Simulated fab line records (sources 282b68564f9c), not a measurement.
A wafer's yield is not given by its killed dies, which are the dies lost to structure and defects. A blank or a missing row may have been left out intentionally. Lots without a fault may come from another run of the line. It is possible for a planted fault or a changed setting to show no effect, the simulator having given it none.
The tool behind it: which one? -- flow rit-cmos -- Sampling: 14 lots, 42 wafers, 2 of 202 route steps

## WHAT THE GAUGES READ, wafer by wafer
RIT_PWELL_TW_MEAS_10. Usual: for PWELL_TW the level is 947 and the standard deviation is 11.
lot,measured,on,PWELL_TW,flag
L407,day 2 05:22,film-metro-02,946 946 951,
L408,day 2 10:55,film-metro-04,944 936 945,
L409,day 2 13:29,film-metro-01,957 956 958,
L410,day 2 19:42,film-metro-04,933 931 937,
L411,day 2 23:41,film-metro-01,963 961 961,
L412,day 3 05:33,film-metro-01,967 966 966,
L414,day 3 18:09,film-metro-02,938 934 937,
L416,day 4 01:04,film-metro-02,938 943 941,
L417,day 4 05:44,film-metro-02,944 940 944,
L419,day 4 16:34,film-metro-01,963 962 963,
L421,day 5 03:15,film-metro-01,963 964 967,
L423,day 5 13:31,film-metro-04,1981 1993 1989,OFF
L424,day 5 20:27,film-metro-01,963 965 964,
L427,day 6 10:01,film-metro-01,2046 2039 2034,OFF

## TOOL THAT RAN EACH LOT (tool first, then ch and the chambers of the sampled wafers, then the start)
lot,RIT_NWELL_COAT_01
L407,"litho-track-02 ch 0, day 2 02:09"
L408,"litho-track-04 ch 0, day 2 06:13"
L409,"litho-track-04 ch 0, day 2 10:29"
L410,"litho-track-01 ch 0, day 2 16:33"
L411,"litho-track-01 ch 0, day 2 20:41"
L412,"litho-track-01 ch 0, day 3 02:40"
L414,"litho-track-02 ch 0, day 3 14:58"
L416,"litho-track-02 ch 0, day 3 22:01"
L417,"litho-track-04 ch 0, day 4 02:43"
L419,"litho-track-01 ch 0, day 4 13:33"
L421,"litho-track-02 ch 0, day 5 00:01"
L423,"litho-track-04 ch 0, day 5 10:24"
L424,"litho-track-02 ch 0, day 5 17:16"
L427,"litho-track-04 ch 0, day 6 07:02"
- RIT_NWELL_COAT_01: resist thk 1300 nm.

## AS READ BY THE TOOLS THEMSELVES (means over the sampled wafers that have a number; for cases with no such wafer, the mark the record gives instead)
The record holds no such reading with a usual standard deviation.

## THE ANSWER, worked out from the rows above alone
Rule: take the mean of a lot's wafers that have a number; if it is more than 3 standard deviations from the usual mean, the lot is off. A lot without any number at a reading at which 4 lots or more have one is off too. Any other lot the step has rows for is counted as sound. First the gauges in route order, then the tools' own readings, where a lot's mean is used as printed above. The first step at which some lot is off is used, and at that step the reading that is off furthest; a lot without a number counts as furthest.
Off: L423, L427, seen at RIT_PWELL_TW_MEAS_10 (PWELL_TW).
A tool fits if, at a process step before that reading, it ran every lot that is off, and no sound lot after the first of them. The gauges at RIT_PWELL_TW_MEAS_10 are tried like those tools. One candidate fits, namely litho-track-04 at RIT_NWELL_COAT_01. A fault onset in the window from L417 (day 4 02:43, its last sound lot) to L423 (day 5 10:24, its first lot off) fits.

## WHAT HAD BEEN PUT IN BY THE SIMULATOR
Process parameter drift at RIT_NWELL_COAT_01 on litho-track-04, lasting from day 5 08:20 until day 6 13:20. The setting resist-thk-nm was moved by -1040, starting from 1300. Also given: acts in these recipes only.
Shown lots that were struck: L423, L427. The rule above reached the same finding.
